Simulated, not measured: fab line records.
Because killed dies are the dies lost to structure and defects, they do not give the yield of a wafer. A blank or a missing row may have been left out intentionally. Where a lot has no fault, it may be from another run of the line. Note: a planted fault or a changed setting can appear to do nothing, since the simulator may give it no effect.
fab line records :: flow berkeleyCmos170
[record]
  lots = 14
  wafers = 42
  lastDay = 11
route steps=331 shown FIELD@90 PSD@185 CONTACT@231 V1@266
lots that met no fault: taken from a fault-free run of the same line
startH: hours from the record's opening day to when the first of the lot's shown wafers began :: waitH: time in hours since the lot's previous step :: " the same as in the row above :: L1.1+2: a single row standing in for several wafers :: - no value, or no start given :: * or withheld: withheld :: < > ~ a bound
route shown NAME@n: NAME is a module with steps in the file, n the number in the route of the first one :: usual: mean/standard deviation of fault-free wafers :: same: alike in all rows :: chamber/n: place in a boat :: sites: the reading at each site :: _std_site: the standard deviation of these :: _edge_site: mean of outer sites minus mean of inner sites :: radiusMm: for every site, how far away it sits from the centre of the wafer :: mask NAME#n: copy n :: behind: the tool/chamber that last shaped the wafer :: hold: cause of the lot's hold/its duration in hours/its outcome :: device: the n, p or np transistor that did not switch :: end of line: the route-end tests of the same wafers :: a step without rows: its recipe alone :: killed: count of dies lost to structure and defects at first sort (not the wafer's yield) :: map: a wafer's dies, x killed, . not, _ none there
set.NAME: setting as actually run; set.NAME@STEP: the setting as run at that earlier step :: model.NAME: the simulator's own value behind a step, which no gauge read
the route's steps for a sample of lots (tables are steps, rows are wafers)
services: from which hour (startH, from the record's first day; less than 0 if before it) a tool's chamber was out of use, for how many hours, and why
[[steps]]
[step UCB170_FIELD_OXIDATION_01]
[recipe]
  tempC = 1000
  ambient = H2O
  pH2oTorr = 584.62
  targetThkA = 5583
  oxTimeS = 7200
[usual]
  oxTempC = 999.9/0.41
  oxTempCMax = 1006.2/1
  spikeTcCentreC = 1001.9/1.3
  zonePowerLoadPct = 34.8/1
  zonePowerSourcePct = 34/3.8
lot.wafer: L913.2
tool: furnace-04
chamber: 0
startH: 100.13
waitH: 1.6
oxTempC: 999.6
oxTempCMax: 1006.5
spikeTcCentreC: 1000.3
zonePowerLoadPct: 34.0
zonePowerSourcePct: 34

lot.wafer: L913.4
tool: furnace-04
chamber: 0
startH: 100.13
waitH: 1.6
oxTempC: 999.4
oxTempCMax: 1005.7
spikeTcCentreC: 1001.7
zonePowerLoadPct: 34.3
zonePowerSourcePct: 34

lot.wafer: L913.6
tool: furnace-04
chamber: 0
startH: 100.13
waitH: 1.6
oxTempC: 998.9
oxTempCMax: 1006.6
spikeTcCentreC: 1003.5
zonePowerLoadPct: 33.9
zonePowerSourcePct: 35

lot.wafer: L914.3
tool: furnace-03
chamber: 0
startH: 109.46
waitH: 0.0
oxTempC: 999.8
oxTempCMax: 1005.1
spikeTcCentreC: 1003.0
zonePowerLoadPct: 35.9
zonePowerSourcePct: 30

lot.wafer: L914.4
tool: furnace-03
chamber: 0
startH: 109.46
waitH: 0.0
oxTempC: 1000.1
oxTempCMax: 1005.4
spikeTcCentreC: 1001.3
zonePowerLoadPct: 35.8
zonePowerSourcePct: 30

lot.wafer: L914.5
tool: furnace-03
chamber: 0
startH: 109.46
waitH: 0.0
oxTempC: 999.3
oxTempCMax: 1004.9
spikeTcCentreC: 1002.2
zonePowerLoadPct: 36.4
zonePowerSourcePct: 30

lot.wafer: L915.1
tool: furnace-03
chamber: 0
startH: 109.46
waitH: 0.0
oxTempC: 1000.4
oxTempCMax: 1006.6
spikeTcCentreC: 1000.8
zonePowerLoadPct: 36.9
zonePowerSourcePct: 30

lot.wafer: L915.2
tool: furnace-03
chamber: 0
startH: 109.46
waitH: 0.0
oxTempC: 1000.2
oxTempCMax: 1007.1
spikeTcCentreC: 1003.1
zonePowerLoadPct: 34.9
zonePowerSourcePct: 30

lot.wafer: L915.5
tool: furnace-03
chamber: 0
startH: 109.46
waitH: 0.0
oxTempC: 1001.2
oxTempCMax: 1007.7
spikeTcCentreC: 1002.5
zonePowerLoadPct: 36.0
zonePowerSourcePct: 31

lot.wafer: L917.1
tool: furnace-04
chamber: 0
startH: 113.96
waitH: 2.0
oxTempC: 999.3
oxTempCMax: 1006.1
spikeTcCentreC: 1001.0
zonePowerLoadPct: 33.7
zonePowerSourcePct: 35

lot.wafer: L917.2
tool: furnace-04
chamber: 0
startH: 113.96
waitH: 2.0
oxTempC: 1000.0
oxTempCMax: 1006.8
spikeTcCentreC: 1002.3
zonePowerLoadPct: 33.7
zonePowerSourcePct: 34

lot.wafer: L917.5
tool: furnace-04
chamber: 0
startH: 113.96
waitH: 2.0
oxTempC: 999.8
oxTempCMax: 1007.2
spikeTcCentreC: 1000.9
zonePowerLoadPct: 33.8
zonePowerSourcePct: 35

lot.wafer: L918.1
tool: furnace-03
chamber: 0
startH: 125.43
waitH: 1.6
oxTempC: 999.6
oxTempCMax: 1005.2
spikeTcCentreC: 1001.9
zonePowerLoadPct: 36.3
zonePowerSourcePct: 31

lot.wafer: L918.5
tool: furnace-03
chamber: 0
startH: 125.43
waitH: 1.6
oxTempC: 1000.1
oxTempCMax: 1005.5
spikeTcCentreC: 1001.7
zonePowerLoadPct: 36.2
zonePowerSourcePct: 30

lot.wafer: L918.6
tool: furnace-03
chamber: 0
startH: 125.43
waitH: 1.6
oxTempC: 1000.1
oxTempCMax: 1005.6
spikeTcCentreC: 1000.7
zonePowerLoadPct: 35.8
zonePowerSourcePct: 30

lot.wafer: L919.2
tool: furnace-03
chamber: 0
startH: 125.43
waitH: 1.6
oxTempC: 1000.2
oxTempCMax: 1007.2
spikeTcCentreC: 1000.7
zonePowerLoadPct: 36.4
zonePowerSourcePct: 31

lot.wafer: L919.5
tool: furnace-03
chamber: 0
startH: 125.43
waitH: 1.6
oxTempC: 999.3
oxTempCMax: 1006.7
spikeTcCentreC: 1001.8
zonePowerLoadPct: 35.7
zonePowerSourcePct: 31

lot.wafer: L919.6
tool: furnace-03
chamber: 0
startH: 125.43
waitH: 1.6
oxTempC: 999.3
oxTempCMax: 1005.6
spikeTcCentreC: 1002.5
zonePowerLoadPct: 35.1
zonePowerSourcePct: 30

lot.wafer: L923.2
tool: furnace-03
chamber: 0
startH: 125.43
waitH: 1.6
oxTempC: 999.7
oxTempCMax: 1006.8
spikeTcCentreC: 1002.0
zonePowerLoadPct: 36.3
zonePowerSourcePct: 30

lot.wafer: L923.3
tool: furnace-03
chamber: 0
startH: 125.43
waitH: 1.6
oxTempC: 999.3
oxTempCMax: 1005.9
spikeTcCentreC: 1001.6
zonePowerLoadPct: 36.0
zonePowerSourcePct: 30

lot.wafer: L923.4
tool: furnace-03
chamber: 0
startH: 125.43
waitH: 1.6
oxTempC: 1000.1
oxTempCMax: 1006.7
spikeTcCentreC: 1001.0
zonePowerLoadPct: 36.6
zonePowerSourcePct: 30

lot.wafer: L920.2
tool: furnace-01
chamber: 0
startH: 138.93
waitH: 1.7
oxTempC: 1000.0
oxTempCMax: 1004.1
spikeTcCentreC: 1004.3
zonePowerLoadPct: 34.3
zonePowerSourcePct: 41

lot.wafer: L920.3
tool: furnace-01
chamber: 0
startH: 138.93
waitH: 1.7
oxTempC: 999.9
oxTempCMax: 1004.8
spikeTcCentreC: 1003.3
zonePowerLoadPct: 33.5
zonePowerSourcePct: 40

lot.wafer: L920.5
tool: furnace-01
chamber: 0
startH: 138.93
waitH: 1.7
oxTempC: 999.6
oxTempCMax: 1005.1
spikeTcCentreC: 1003.2
zonePowerLoadPct: 34.0
zonePowerSourcePct: 41

lot.wafer: L924.2
tool: furnace-04
chamber: -
startH: 143.56
waitH: 3.2
oxTempC: -
oxTempCMax: -
spikeTcCentreC: -
zonePowerLoadPct: -
zonePowerSourcePct: -

lot.wafer: L924.4
tool: furnace-04
chamber: -
startH: 143.56
waitH: 3.2
oxTempC: -
oxTempCMax: -
spikeTcCentreC: -
zonePowerLoadPct: -
zonePowerSourcePct: -

lot.wafer: L924.6
tool: furnace-04
chamber: -
startH: 143.56
waitH: 3.2
oxTempC: -
oxTempCMax: -
spikeTcCentreC: -
zonePowerLoadPct: -
zonePowerSourcePct: -

lot.wafer: L925.2
tool: furnace-01
chamber: -
startH: 153.27
waitH: 3.9
oxTempC: -
oxTempCMax: -
spikeTcCentreC: -
zonePowerLoadPct: -
zonePowerSourcePct: -

lot.wafer: L925.4
tool: furnace-01
chamber: -
startH: 153.27
waitH: 3.9
oxTempC: -
oxTempCMax: -
spikeTcCentreC: -
zonePowerLoadPct: -
zonePowerSourcePct: -

lot.wafer: L925.5
tool: furnace-01
chamber: -
startH: 153.27
waitH: 3.9
oxTempC: -
oxTempCMax: -
spikeTcCentreC: -
zonePowerLoadPct: -
zonePowerSourcePct: -

lot.wafer: L926.2
tool: furnace-04
chamber: 0
startH: 156.86
waitH: 2.4
oxTempC: 1000.2
oxTempCMax: 1005.6
spikeTcCentreC: 1001.2
zonePowerLoadPct: 34.1
zonePowerSourcePct: 34

lot.wafer: L926.4
tool: furnace-04
chamber: 0
startH: 156.86
waitH: 2.4
oxTempC: 1000.2
oxTempCMax: 1006.3
spikeTcCentreC: 1002.4
zonePowerLoadPct: 34.3
zonePowerSourcePct: 34

lot.wafer: L926.6
tool: furnace-04
chamber: 0
startH: 156.86
waitH: 2.4
oxTempC: 999.4
oxTempCMax: 1007.5
spikeTcCentreC: 1001.3
zonePowerLoadPct: 33.9
zonePowerSourcePct: 34

lot.wafer: L927.3
tool: furnace-04
chamber: 0
startH: 156.86
waitH: 2.8
oxTempC: 1000.3
oxTempCMax: 1009.2
spikeTcCentreC: 1001.9
zonePowerLoadPct: 33.9
zonePowerSourcePct: 34

lot.wafer: L927.4
tool: furnace-04
chamber: 0
startH: 156.86
waitH: 2.8
oxTempC: 1000.0
oxTempCMax: 1006.6
spikeTcCentreC: 1001.8
zonePowerLoadPct: 34.6
zonePowerSourcePct: 34

lot.wafer: L927.5
tool: furnace-04
chamber: 0
startH: 156.86
waitH: 2.8
oxTempC: 1000.2
oxTempCMax: 1006.3
spikeTcCentreC: 1000.7
zonePowerLoadPct: 33.4
zonePowerSourcePct: 35

lot.wafer: L929.1
tool: furnace-03
chamber: 0
startH: 170.54
waitH: 2.7
oxTempC: 999.7
oxTempCMax: 1004.7
spikeTcCentreC: 1001.1
zonePowerLoadPct: 35.5
zonePowerSourcePct: 30

lot.wafer: L929.4
tool: furnace-03
chamber: 0
startH: 170.54
waitH: 2.7
oxTempC: 1000.6
oxTempCMax: 1006.9
spikeTcCentreC: 1002.5
zonePowerLoadPct: 36.2
zonePowerSourcePct: 30

lot.wafer: L929.5
tool: furnace-03
chamber: 0
startH: 170.54
waitH: 2.7
oxTempC: 999.3
oxTempCMax: 1004.8
spikeTcCentreC: 1001.5
zonePowerLoadPct: 36.1
zonePowerSourcePct: 31

lot.wafer: L934.3
tool: furnace-04
chamber: 0
startH: 189.37
waitH: 1.3
oxTempC: 1000.1
oxTempCMax: 1006.1
spikeTcCentreC: 1000.8
zonePowerLoadPct: 34.5
zonePowerSourcePct: 34

lot.wafer: L934.5
tool: furnace-04
chamber: 0
startH: 189.37
waitH: 1.3
oxTempC: 1000.1
oxTempCMax: 1005.8
spikeTcCentreC: 1003.4
zonePowerLoadPct: 33.6
zonePowerSourcePct: 35

lot.wafer: L934.6
tool: furnace-04
chamber: 0
startH: 189.37
waitH: 1.3
oxTempC: 999.4
oxTempCMax: 1006.0
spikeTcCentreC: 1001.1
zonePowerLoadPct: 34.6
zonePowerSourcePct: 34
[step UCB170_PSD_TW_MEAS_10]
[usual]
  PSD_TW = 2351/21
lot.wafer: L913.2
tool: filmMetro-03
chamber: -
startH: 149.81
waitH: 0.1
PSD_TW: 2366

lot.wafer: L913.4
tool: filmMetro-03
chamber: -
startH: 149.81
waitH: 0.1
PSD_TW: 2370

lot.wafer: L913.6
tool: filmMetro-03
chamber: -
startH: 149.81
waitH: 0.1
PSD_TW: 2366

lot.wafer: L915.1
tool: filmMetro-03
chamber: -
startH: 159.15
waitH: 0.1
PSD_TW: 2378

lot.wafer: L915.2
tool: filmMetro-03
chamber: -
startH: 159.15
waitH: 0.1
PSD_TW: 2369

lot.wafer: L915.5
tool: filmMetro-03
chamber: -
startH: 159.15
waitH: 0.1
PSD_TW: 2361

lot.wafer: L914.3
tool: filmMetro-01
chamber: -
startH: 159.45
waitH: 0.1
PSD_TW: 2345

lot.wafer: L914.4
tool: filmMetro-01
chamber: -
startH: 159.45
waitH: 0.1
PSD_TW: 2331

lot.wafer: L914.5
tool: filmMetro-01
chamber: -
startH: 159.45
waitH: 0.1
PSD_TW: 2344

lot.wafer: L917.1
tool: filmMetro-01
chamber: -
startH: 159.96
waitH: 0.1
PSD_TW: 2346

lot.wafer: L917.2
tool: filmMetro-01
chamber: -
startH: 159.96
waitH: 0.1
PSD_TW: 2361

lot.wafer: L917.5
tool: filmMetro-01
chamber: -
startH: 159.96
waitH: 0.1
PSD_TW: 2350

lot.wafer: L919.2
tool: filmMetro-03
chamber: -
startH: 172.11
waitH: 0.1
PSD_TW: 2363

lot.wafer: L919.5
tool: filmMetro-03
chamber: -
startH: 172.11
waitH: 0.1
PSD_TW: 2346

lot.wafer: L919.6
tool: filmMetro-03
chamber: -
startH: 172.11
waitH: 0.1
PSD_TW: 2365

lot.wafer: L923.2
tool: filmMetro-04
chamber: -
startH: 172.39
waitH: 0.1
PSD_TW: 2342

lot.wafer: L923.3
tool: filmMetro-04
chamber: -
startH: 172.39
waitH: 0.1
PSD_TW: 2328

lot.wafer: L923.4
tool: filmMetro-04
chamber: -
startH: 172.39
waitH: 0.1
PSD_TW: 2342

lot.wafer: L918.1
tool: filmMetro-04
chamber: -
startH: 172.93
waitH: 0.1
PSD_TW: 2329

lot.wafer: L918.5
tool: filmMetro-04
chamber: -
startH: 172.93
waitH: 0.1
PSD_TW: 2323

lot.wafer: L918.6
tool: filmMetro-04
chamber: -
startH: 172.93
waitH: 0.1
PSD_TW: 2342

lot.wafer: L920.2
tool: filmMetro-04
chamber: -
startH: 190.80
waitH: 0.1
PSD_TW: 2342

lot.wafer: L920.3
tool: filmMetro-04
chamber: -
startH: 190.80
waitH: 0.1
PSD_TW: 2337

lot.wafer: L920.5
tool: filmMetro-04
chamber: -
startH: 190.80
waitH: 0.1
PSD_TW: 2335

lot.wafer: L927.3
tool: filmMetro-04
chamber: -
startH: 211.24
waitH: 0.1
PSD_TW: 2329

lot.wafer: L927.4
tool: filmMetro-04
chamber: -
startH: 211.24
waitH: 0.1
PSD_TW: 2326

lot.wafer: L927.5
tool: filmMetro-04
chamber: -
startH: 211.24
waitH: 0.1
PSD_TW: 2320

lot.wafer: L926.2
tool: filmMetro-03
chamber: -
startH: 211.50
waitH: 0.1
PSD_TW: 2363

lot.wafer: L926.4
tool: filmMetro-03
chamber: -
startH: 211.50
waitH: 0.1
PSD_TW: 2361

lot.wafer: L926.6
tool: filmMetro-03
chamber: -
startH: 211.50
waitH: 0.1
PSD_TW: 2358

lot.wafer: L929.1
tool: filmMetro-01
chamber: -
startH: 226.88
waitH: 0.1
PSD_TW: 2354

lot.wafer: L929.4
tool: filmMetro-01
chamber: -
startH: 226.88
waitH: 0.1
PSD_TW: 2358

lot.wafer: L929.5
tool: filmMetro-01
chamber: -
startH: 226.88
waitH: 0.1
PSD_TW: 2355

lot.wafer: L934.3
tool: filmMetro-04
chamber: -
startH: 235.92
waitH: 0.1
PSD_TW: 2342

lot.wafer: L934.5
tool: filmMetro-04
chamber: -
startH: 235.92
waitH: 0.1
PSD_TW: 2330

lot.wafer: L934.6
tool: filmMetro-04
chamber: -
startH: 235.92
waitH: 0.1
PSD_TW: 2319
[step UCB170_CONTACT_CD_MEAS_15]
[recipe]
  targetCdNm = 700
[usual]
  cdNm = 699.9/1.4
lot.wafer: L913.2
tool: cdSem-01
chamber: -
startH: 158.48
waitH: -
cdNm: 700.7

lot.wafer: L913.4
tool: cdSem-01
chamber: -
startH: 158.48
waitH: -
cdNm: 700.3

lot.wafer: L913.6
tool: cdSem-01
chamber: -
startH: 158.48
waitH: -
cdNm: 700.9

lot.wafer: L915.1
tool: cdSem-01
chamber: -
startH: 172.57
waitH: -
cdNm: 699.6

lot.wafer: L915.2
tool: cdSem-01
chamber: -
startH: 172.57
waitH: -
cdNm: 696.9

lot.wafer: L915.5
tool: cdSem-01
chamber: -
startH: 172.57
waitH: -
cdNm: 698.0

lot.wafer: L917.1
tool: cdSem-02
chamber: -
startH: 172.64
waitH: -
cdNm: 698.5

lot.wafer: L917.2
tool: cdSem-02
chamber: -
startH: 172.64
waitH: -
cdNm: 699.0

lot.wafer: L917.5
tool: cdSem-02
chamber: -
startH: 172.64
waitH: -
cdNm: 698.7

lot.wafer: L914.3
tool: cdSem-02
chamber: -
startH: 173.34
waitH: -
cdNm: 698.8

lot.wafer: L914.4
tool: cdSem-02
chamber: -
startH: 173.34
waitH: -
cdNm: 698.8

lot.wafer: L914.5
tool: cdSem-02
chamber: -
startH: 173.34
waitH: -
cdNm: 698.7

lot.wafer: L919.2
tool: cdSem-02
chamber: -
startH: 179.69
waitH: -
cdNm: 700.9

lot.wafer: L919.5
tool: cdSem-02
chamber: -
startH: 179.69
waitH: -
cdNm: 699.6

lot.wafer: L919.6
tool: cdSem-02
chamber: -
startH: 179.69
waitH: -
cdNm: 700.4

lot.wafer: L923.2
tool: cdSem-01
chamber: -
startH: 181.81
waitH: -
cdNm: 699.3

lot.wafer: L923.3
tool: cdSem-01
chamber: -
startH: 181.81
waitH: -
cdNm: 699.3

lot.wafer: L923.4
tool: cdSem-01
chamber: -
startH: 181.81
waitH: -
cdNm: 700.0

lot.wafer: L918.1
tool: cdSem-01
chamber: -
startH: 182.51
waitH: -
cdNm: 700.1

lot.wafer: L918.5
tool: cdSem-01
chamber: -
startH: 182.51
waitH: -
cdNm: 700.1

lot.wafer: L918.6
tool: cdSem-01
chamber: -
startH: 182.51
waitH: -
cdNm: 700.4

lot.wafer: L920.2
tool: cdSem-01
chamber: -
startH: 202.63
waitH: -
cdNm: 697.8

lot.wafer: L920.3
tool: cdSem-01
chamber: -
startH: 202.63
waitH: -
cdNm: 698.3

lot.wafer: L920.5
tool: cdSem-01
chamber: -
startH: 202.63
waitH: -
cdNm: 699.8

lot.wafer: L927.3
tool: cdSem-01
chamber: -
startH: 220.87
waitH: -
cdNm: 700.3

lot.wafer: L927.4
tool: cdSem-01
chamber: -
startH: 220.87
waitH: -
cdNm: 699.1

lot.wafer: L927.5
tool: cdSem-01
chamber: -
startH: 220.87
waitH: -
cdNm: 698.9

lot.wafer: L926.2
tool: cdSem-01
chamber: -
startH: 223.97
waitH: -
cdNm: 699.3

lot.wafer: L926.4
tool: cdSem-01
chamber: -
startH: 223.97
waitH: -
cdNm: 698.9

lot.wafer: L926.6
tool: cdSem-01
chamber: -
startH: 223.97
waitH: -
cdNm: 699.0

lot.wafer: L929.1
tool: cdSem-02
chamber: -
startH: 238.57
waitH: -
cdNm: 699.5

lot.wafer: L929.4
tool: cdSem-02
chamber: -
startH: 238.57
waitH: -
cdNm: 697.2

lot.wafer: L929.5
tool: cdSem-02
chamber: -
startH: 238.57
waitH: -
cdNm: 698.7

lot.wafer: L934.3
tool: cdSem-01
chamber: -
startH: 250.02
waitH: -
cdNm: 699.9

lot.wafer: L934.5
tool: cdSem-01
chamber: -
startH: 250.02
waitH: -
cdNm: 699.3

lot.wafer: L934.6
tool: cdSem-01
chamber: -
startH: 250.02
waitH: -
cdNm: 699.0
[step UCB170_V1_CD_MEAS_12]
[recipe]
  targetCdNm = 700
[usual]
  cdNm = 700.3/1.2
lot.wafer: L913.2
tool: cdSem-01
chamber: -
startH: 165.36
waitH: -
cdNm: 701.3

lot.wafer: L913.4
tool: cdSem-01
chamber: -
startH: 165.36
waitH: -
cdNm: 700.7

lot.wafer: L913.6
tool: cdSem-01
chamber: -
startH: 165.36
waitH: -
cdNm: 701.0

lot.wafer: L915.1
tool: cdSem-02
chamber: -
startH: 183.23
waitH: -
cdNm: 700.4

lot.wafer: L915.2
tool: cdSem-02
chamber: -
startH: 183.23
waitH: -
cdNm: 700.7

lot.wafer: L915.5
tool: cdSem-02
chamber: -
startH: 183.23
waitH: -
cdNm: 700.4

lot.wafer: L917.1
tool: cdSem-01
chamber: -
startH: 183.52
waitH: -
cdNm: 699.5

lot.wafer: L917.2
tool: cdSem-01
chamber: -
startH: 183.52
waitH: -
cdNm: 699.0

lot.wafer: L917.5
tool: cdSem-01
chamber: -
startH: 183.52
waitH: -
cdNm: 699.9

lot.wafer: L914.3
tool: cdSem-02
chamber: -
startH: 183.54
waitH: -
cdNm: 702.4

lot.wafer: L914.4
tool: cdSem-02
chamber: -
startH: 183.54
waitH: -
cdNm: 700.6

lot.wafer: L914.5
tool: cdSem-02
chamber: -
startH: 183.54
waitH: -
cdNm: 700.5

lot.wafer: L919.2
tool: cdSem-02
chamber: -
startH: 189.11
waitH: -
cdNm: 699.3

lot.wafer: L919.5
tool: cdSem-02
chamber: -
startH: 189.11
waitH: -
cdNm: 698.4

lot.wafer: L919.6
tool: cdSem-02
chamber: -
startH: 189.11
waitH: -
cdNm: 697.7

lot.wafer: L923.2
tool: cdSem-01
chamber: -
startH: 189.16
waitH: -
cdNm: 700.2

lot.wafer: L923.3
tool: cdSem-01
chamber: -
startH: 189.16
waitH: -
cdNm: 701.3

lot.wafer: L923.4
tool: cdSem-01
chamber: -
startH: 189.16
waitH: -
cdNm: 700.5

lot.wafer: L918.1
tool: cdSem-01
chamber: -
startH: 189.69
waitH: -
cdNm: 700.0

lot.wafer: L918.5
tool: cdSem-01
chamber: -
startH: 189.69
waitH: -
cdNm: 700.6

lot.wafer: L918.6
tool: cdSem-01
chamber: -
startH: 189.69
waitH: -
cdNm: 700.4

lot.wafer: L920.2
tool: cdSem-01
chamber: -
startH: 214.48
waitH: -
cdNm: 698.2

lot.wafer: L920.3
tool: cdSem-01
chamber: -
startH: 214.48
waitH: -
cdNm: 698.2

lot.wafer: L920.5
tool: cdSem-01
chamber: -
startH: 214.48
waitH: -
cdNm: 699.4

lot.wafer: L927.3
tool: cdSem-02
chamber: -
startH: 229.69
waitH: -
cdNm: 700.2

lot.wafer: L927.4
tool: cdSem-02
chamber: -
startH: 229.69
waitH: -
cdNm: 699.8

lot.wafer: L927.5
tool: cdSem-02
chamber: -
startH: 229.69
waitH: -
cdNm: 699.5

lot.wafer: L926.2
tool: cdSem-01
chamber: -
startH: 234.03
waitH: -
cdNm: 702.0

lot.wafer: L926.4
tool: cdSem-01
chamber: -
startH: 234.03
waitH: -
cdNm: 701.2

lot.wafer: L926.6
tool: cdSem-01
chamber: -
startH: 234.03
waitH: -
cdNm: 701.3

lot.wafer: L929.1
tool: cdSem-01
chamber: -
startH: 248.82
waitH: -
cdNm: 698.7

lot.wafer: L929.4
tool: cdSem-01
chamber: -
startH: 248.82
waitH: -
cdNm: 698.6

lot.wafer: L929.5
tool: cdSem-01
chamber: -
startH: 248.82
waitH: -
cdNm: 698.6

lot.wafer: L934.3
tool: cdSem-02
chamber: -
startH: 257.63
waitH: -
cdNm: 700.8

lot.wafer: L934.5
tool: cdSem-02
chamber: -
startH: 257.63
waitH: -
cdNm: 700.3

lot.wafer: L934.6
tool: cdSem-02
chamber: -
startH: 257.63
waitH: -
cdNm: 700.1
[[services]]
tool: furnace-03
chamber: -
startH: 79.74
hours: 3.1
kind: pm

tool: furnace-03
chamber: -
startH: 82.89
hours: 2.7
kind: pm

tool: furnace-04
chamber: -
startH: 186.08
hours: 2.0
kind: pm
[[key]]
[firstSign]
  step = UCB170_FIELD_OXIDATION_01
  reading = toolRecord
  direction = missing
effect none on later readings
metAt UCB170_FIELD_OXIDATION_01
struckLots L924,L925
laterRowsLeftOut L924.2,L924.4,L924.6,L925.2,L925.4,L925.5
sortLeftOut L924.2,L924.4,L924.6,L925.2,L925.4,L925.5
testerLeftOut L924,L925
notActingAt UCB170_PSD_TW_MEAS_10,UCB170_CONTACT_CD_MEAS_15,UCB170_V1_CD_MEAS_12
onsetBetween 138.93 143.56
[fault]
  kind = skippedStepWhole
  tool = furnace-01,furnace-04
  chamber = -
  onsetH = 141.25
  steps = UCB170_FIELD_OXIDATION_01
  scope = struckLotsOnly
// testerLeftOut: of these lots the tester's yield and bins aren't shown, on N5 and GAA mostly nor the transistor test; their killed dies are dies lost to structure and defects alone, not to doping, threshold or leakage, so they don't give the yield
// sortLeftOut: the simulated sort isn't trusted on such a fault, so these wafers' sort isn't shown, and their yield isn't known
// laterRowsLeftOut: the simulator's readings of these wafers behind a module that went badly wrong aren't trusted and aren't shown, but for the sort
